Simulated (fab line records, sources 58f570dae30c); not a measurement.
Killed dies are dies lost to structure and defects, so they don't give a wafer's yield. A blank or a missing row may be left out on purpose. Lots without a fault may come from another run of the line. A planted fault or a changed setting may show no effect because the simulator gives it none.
Problem report in the 8D (eight disciplines) form, filled by code | flow berkeley_cmos170 | the parts of the form that need people (team, actions taken, sign-off) are left out

1. THE PROBLEM
cd_nm at UCB170_M2_CD_MEAS_90 reads a mean of 675 nm on 6 wafers of 2 lots; wafers without a fault read 699 nm with a standard deviation of 3.2. That is -7.5 standard deviations from the usual mean.
The step: target cd 700 nm.
First seen on wafer L390.2, day 11 02:38, on cd_sem-02. The record holds 42 wafers of 14 lots with a number at this step. Rule for "out", or "out of limits": more than 4 standard deviations from the usual mean. The other wafers with a number count as sound.

2. WHAT IT IS AND WHAT IT IS NOT
question                    | is                     | is not
which readings at this step | cd_nm                  | -
which lots                  | L390, L391             | L373, L374, L375, L376, L377, L378, L379, L380, L381, L382, L385, L387
which wafers of those lots  | all that have a number | -
read on which gauges        | cd_sem-02              | cd_sem-01
when                        | from day 11 02:38      | up to then (36 sound wafers)

3. SUSPECTS, AND WHAT RULES EACH OUT
Counting: a tool at a process step up to the reading stays a suspect if it ran every lot that is out and no sound lot after the first of them.
- the gauge at UCB170_M2_CD_MEAS_90: ruled out. All the wafers that are out were read on cd_sem-02, but those of them that UCB170_M2_STRIP_19 has rows for are out there too, on other tools.
- rie_metal-02 at UCB170_M2_METAL_ETCH_18 (etches Al in Cl2/BCl3, stops on SiO2, target depth 1170 nm, time 195 s): kept. It ran every lot that is out, first L390 (day 11 02:20), and no sound lot after that; its last sound lot up to then is L387 (day 10 05:33).
Left after counting: rie_metal-02 at UCB170_M2_METAL_ETCH_18.

4. THE CAUSE (what the simulator had put in)
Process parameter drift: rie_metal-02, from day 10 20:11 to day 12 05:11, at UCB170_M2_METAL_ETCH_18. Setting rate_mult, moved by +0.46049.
Counting left only this tool.

5. THE CHAIN OF EFFECTS, in route order
Each row: a reading whose mean over the struck wafers that have a number lies more than 3 standard deviations from the usual. Only readings for which the record gives a usual standard deviation are gone through. hours: the time from each lot's start at the first step in this table that gives one to its start at this step, as a median over the lots. sigmas: the change in usual standard deviations.
hours | step                 | reading        | usual      | on struck wafers | change | sigmas
0     | UCB170_M2_STRIP_19   | oes_product_au | 0.547 a.u. | 0.315            | -0.232 | -18
0     | UCB170_M2_CD_MEAS_90 | cd_nm          | 699 nm     | 675              | -24    | -7.5
The process steps in it:
- UCB170_M2_STRIP_19: strips in O2.

6. WHAT WOULD HAVE CAUGHT IT SOONER
In this record the first reading out of limits at a measuring or inspecting step was taken at day 11 02:38, 6 hours after the fault began at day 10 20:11.
The tool's own readings at UCB170_M2_METAL_ETCH_18 were out on some of the struck wafers (he_backside_leak_sccm): an alarm limit on them would have fired on those.
Of the lots that are out (2), L391 began UCB170_M2_METAL_ETCH_18 on rie_metal-02 after day 11 02:38. A hold on the tool at that time would have spared it.
